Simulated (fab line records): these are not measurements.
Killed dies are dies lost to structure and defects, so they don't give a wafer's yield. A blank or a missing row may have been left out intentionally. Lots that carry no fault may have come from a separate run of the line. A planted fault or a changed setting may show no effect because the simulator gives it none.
Matching of chambers | flow berkeley-cmos170 | UCB170_CONTACT_ETCH_17 on rie-diel-02 has 4 sister chambers
The step etches BARC in N2/H2. 16 wafers are shown with their chamber, then 8 later ones without.

## WAFERS WITH THEIR CHAMBER
wafer  | chamber | throttle-valve-pct (%) | oes-product-au (a.u.) | chamber-pressure-mTorr (mTorr)
L709.2 | 2       | 13.67                  | 1.014                 | 30.010
L709.5 | 3       | 13.23                  | 0.981                 | 29.963
L709.6 | 2       | 13.67                  | 1.018                 | 29.981
L708.1 | 3       | 13.23                  | 0.983                 | 29.962
L708.2 | 0       | 13.23                  | 1.013                 | 30.019
L708.4 | 1       | 13.25                  | 1.011                 | 29.981
L710.1 | 1       | 13.25                  | 1.004                 | 29.983
L710.5 | 1       | 13.24                  | 1.014                 | 30.006
L710.6 | 2       | 13.68                  | 1.012                 | 30.003
L719.2 | 1       | 13.25                  | 1.013                 | 30.005
L719.3 | 3       | 13.23                  | 0.985                 | 29.994
L719.6 | 1       | 13.23                  | 1.010                 | 30.010
L722.2 | 0       | 13.25                  | 1.013                 | 30.005
L722.3 | 1       | 13.23                  | 1.011                 | 30.003
L722.5 | 3       | 13.24                  | 0.977                 | 29.968
L721.1 | 1       | 13.25                  | 1.009                 | 29.994

SIGNATURES (means of the wafers above)
reading                | chamber 0 | chamber 1 | chamber 2 | chamber 3 | scatter within a chamber
throttle-valve-pct     | 13.2400   | 13.2429   | 13.6733   | 13.2325   | 0.00859
oes-product-au         | 1.01300   | 1.01029   | 1.01467   | 0.98150   | 0.00312
chamber-pressure-mTorr | 30.01200  | 29.99743  | 29.99800  | 29.97175  | 0.0131
Rule: a wafer's distance from a chamber is the root of the sum, over the readings, of the square of ((its reading less the chamber's mean) divided by the reading's scatter). The wafer belongs to the nearest chamber; if the next one is less than 2 further off, it can't be placed. The scatter: take each reading less its chamber's mean, square it, sum over the shown wafers, divide by the number of wafers less the number of chambers, and take the root.

## WAFERS WITH NO CHAMBER GIVEN
wafer  | throttle-valve-pct (%) | oes-product-au (a.u.) | chamber-pressure-mTorr (mTorr)
L721.5 | 13.25                  | 1.006                 | 29.975
L721.6 | 13.26                  | 1.009                 | 29.969
L728.4 | 13.67                  | 1.023                 | 30.032
L728.5 | 13.67                  | 1.017                 | 30.009
L728.6 | 13.25                  | 1.009                 | 29.971
L730.3 | 13.68                  | 1.020                 | 29.943
L730.5 | 13.69                  | 1.026                 | 30.006
L730.6 | 13.24                  | 1.011                 | 30.046

## WHICH CHAMBER EACH ONE RAN IN
wafer  | from the rows above     | in truth
L721.5 | can't be placed: 1 or 0 | 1
L721.6 | can't be placed: 1 or 0 | 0
L728.4 | 2                       | 2
L728.5 | 2                       | 2
L728.6 | can't be placed: 1 or 0 | 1
L730.3 | 2                       | 2
L730.5 | 2                       | 2
L730.6 | can't be placed: 0 or 1 | 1
Placed correctly: 4 of 8. Cannot be placed on the basis of these rows: 4; the candidates contain the true chamber in 4. Wrongly placed: 0.
